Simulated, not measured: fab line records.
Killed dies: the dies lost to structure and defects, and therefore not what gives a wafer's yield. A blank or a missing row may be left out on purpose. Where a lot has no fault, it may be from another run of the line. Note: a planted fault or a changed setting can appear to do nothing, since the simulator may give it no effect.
The tool behind it: which one? ; flow berkeley cmos170 ; 14 lots with 42 wafers sampled at 5 steps, on a route of 331 steps

## WHAT THE GAUGES READ, wafer by wafer
UCB170_CONTACT_OVL_MEAS_16.
lot;measured;on;CONTACT_OVL (nm)
L937;day 8 07:29;overlay-01;5 2 4
L936;day 8 10:21;overlay-02;-14 -10 -10
L940;day 8 16:53;overlay-01;4 -6 4
L938;day 8 17:26;overlay-01;-4 -9 2
L939;day 8 17:41;overlay-02;6 9 0
L941;day 9 11:19;overlay-01;-2 -3 -3
L943;day 9 14:41;overlay-02;0 -10 -13
L944;day 9 16:34;overlay-02;-4 -9 -2
L946;day 10 05:48;overlay-01;0 -7 -10
L948;day 10 21:02;overlay-01;10 7 14
L950;day 10 22:01;overlay-01;-3 0 1
L957;day 12 07:31;overlay-02;7 10 3
L958;day 12 08:07;overlay-01;3 0 -5
L959;day 12 19:58;overlay-02;-8 -1 5

UCB170_V1_THK_MEAS_01.
lot;measured;on;V1_TEOS_THK (nm)
L937;day 8 12:20;film metro-01;1960 1999 2012
L936;day 8 15:00;film metro-02;2010 2021 2001
L940;day 8 20:46;film metro-02;1954 1980 1976
L938;day 8 22:05;film metro-02;1994 2020 2021
L939;day 8 22:05;film metro-01;1964 1989 1990
L941;day 9 15:10;film metro-01;1988 2000 1993
L943;day 9 18:25;film metro-01;1962 2027 1975
L944;day 9 21:14;film metro-04;1995 1991 1996
L946;day 10 11:24;film metro-01;1972 1977 1989
L948;day 11 01:26;film metro-01;2134 2139 2152
L950;day 11 02:47;film metro-04;2121 2182 2152
L957;day 12 12:05;film metro-04;1951 1993 1974
L958;day 12 12:05;film metro-01;2011 2021 2012
L959;day 13 02:04;film metro-01;1988 2033 1985

UCB170_V1_CD_MEAS_12: target cd 700 nm.
lot;measured;on;cd nm (nm)
L937;day 8 14:20;cd sem-02;699.8 698.3 700.2
L936;day 8 16:55;cd sem-02;700.5 700.5 702.0
L940;day 8 22:39;cd sem-01;699.8 699.3 700.2
L938;day 9 02:41;cd sem-02;697.6 697.4 697.7
L939;day 9 03:10;cd sem-02;698.8 698.1 697.9
L941;day 9 16:45;cd sem-02;698.9 697.6 699.5
L943;day 9 20:25;cd sem-02;699.4 697.9 700.9
L944;day 10 00:38;cd sem-01;702.5 702.0 701.7
L946;day 10 14:14;cd sem-01;700.2 699.8 698.8
L948;day 11 03:39;cd sem-02;698.3 698.2 697.4
L950;day 11 05:34;cd sem-02;699.5 698.6 699.5
L957;day 12 13:47;cd sem-01;698.1 698.4 697.3
L958;day 12 14:10;cd sem-02;700.0 699.8 700.6
L959;day 13 06:17;cd sem-02;698.2 698.3 696.7

UCB170_M2_RS_MEAS_02: uses a four-point probe to measure.
lot;measured;on;M2_AL_RS (ohm/sq)
L937;day 8 15:02;film metro-04;0.0326 0.0324 0.0326
L936;day 8 17:43;film metro-01;0.0325 0.0330 0.0323
L940;day 8 23:21;film metro-01;0.0322 0.0326 0.0319
L938;day 9 03:24;film metro-01;0.0322 0.0322 0.0320
L939;day 9 03:52;film metro-04;0.0324 0.0323 0.0327
L941;day 9 17:27;film metro-01;0.0314 0.0317 0.0318
L943;day 9 21:07;film metro-01;0.0323 0.0326 0.0322
L944;day 10 01:21;film metro-04;0.0328 0.0326 0.0326
L946;day 10 14:56;film metro-03;0.0321 0.0319 0.0320
L948;day 11 04:21;film metro-04;0.0322 0.0318 0.0320
L950;day 11 06:16;film metro-04;0.0320 0.0324 0.0322
L957;day 12 14:29;film metro-04;0.0320 0.0321 0.0323
L958;day 12 14:53;film metro-01;0.0322 0.0323 0.0321
L959;day 13 06:59;film metro-03;0.0319 0.0323 0.0314

## EACH LOT AND THE TOOL THAT RAN IT (in order: tool; ch and the chambers of the sampled wafers; start)
lot;UCB170_V1_CVD_00
L937;pecvd-01 ch 0,1,2, day 8 12:10
L936;pecvd-03 ch 0,2, day 8 14:50
L940;pecvd-01 ch 0,2, day 8 20:35
L938;pecvd-03 ch 0,1,2, day 8 21:55
L939;pecvd-01 ch 0,1, day 8 21:55
L941;pecvd-03 ch 0,1, day 9 15:00
L943;pecvd-01 ch 0,1, day 9 18:14
L944;pecvd-03 ch 0,1,2, day 9 21:05
L946;pecvd-03 ch 0,1, day 10 11:14
L948;pecvd-01 ch 0,1, day 11 01:13
L950;pecvd-01 ch 0,1, day 11 02:32
L957;pecvd-02 ch 1,2, day 12 11:55
L958;pecvd-03 ch 0,1, day 12 11:55
L959;pecvd-02 ch 0,1,2, day 13 01:53
- UCB170_V1_CVD_00: deposits SiO2 from TEOS/O2, target thk 2000 nm, time 250 s.

## WHAT THE TOOLS THEMSELVES READ (means of the sampled wafers that have a number; where no wafer has one, the mark that the record gives instead)
UCB170_V1_CVD_00.
lot;tool;heater power w (W);run length s (s);susceptor temp C (C)
L937;pecvd-01;292;278.1;389.85
L936;pecvd-03;251;277.9;389.91
L940;pecvd-01;270;277.6;389.81
L938;pecvd-03;279;277.5;389.91
L939;pecvd-01;271;277.9;390.08
L941;pecvd-03;272;277.3;390.12
L943;pecvd-01;246;278.1;389.87
L944;pecvd-03;284;277.6;390.00
L946;pecvd-03;245;277.4;389.99
L948;pecvd-01;263;299.6;390.15
L950;pecvd-01;232;299.9;390.05
L957;pecvd-02;298;278.1;389.91
L958;pecvd-03;244;277.2;389.97
L959;pecvd-02;230;278.1;390.01

## THE ANSWER, worked out from the rows above alone
Rule: usual is defined by the lots themselves. Put in order of their means at a reading, lots are off if they are a third of the lots or fewer, leave a main group of 4 or more, and stand apart from it by a gap of 3 or more times the standard deviation of the main group's means; of several such gaps the widest counts. If all means in a main group match to the digits the tables above print for the reading, that group is not used. Also off: a lot with no number at a reading for which 4 or more lots have one. All remaining lots with rows at the step are treated as sound. Order of review: gauges by route order, followed by the tools' own readings, for which a lot's mean as printed above is used. The first step at which some lot is off is used, and at that step the reading that is off furthest; a lot without a number counts as furthest.
Off: L948, L950, at UCB170_V1_THK_MEAS_01 (V1_TEOS_THK). The main group: mean 1992 nm, standard deviation 14.
A tool fits if, at a process step before that reading, it ran every lot that is off, and no sound lot after the first of them. Not tried: the gauges at UCB170_V1_THK_MEAS_01; whatever is off there is also off at UCB170_V1_CVD_00, on other tools, and gauge error can't account for it. One fits: UCB170_V1_CVD_00 on pecvd-01. A fault onset in the window from L943 (day 9 18:14, its last sound lot) to L948 (day 11 01:13, its first lot off) fits.
On the lots that are off, the tool's own readings at UCB170_V1_CVD_00 differ by more than 5 times the standard deviation of the sound lots' means, which bears it out; run length s reads 299.8 s there versus 277.7 s on the sound lots.

## WHAT THE SIMULATOR HAD PUT IN
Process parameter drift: pecvd-01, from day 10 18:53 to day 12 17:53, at UCB170_V1_CVD_00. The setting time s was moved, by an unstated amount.
Shown lots that were struck: L948, L950. Same finding as the rule above.
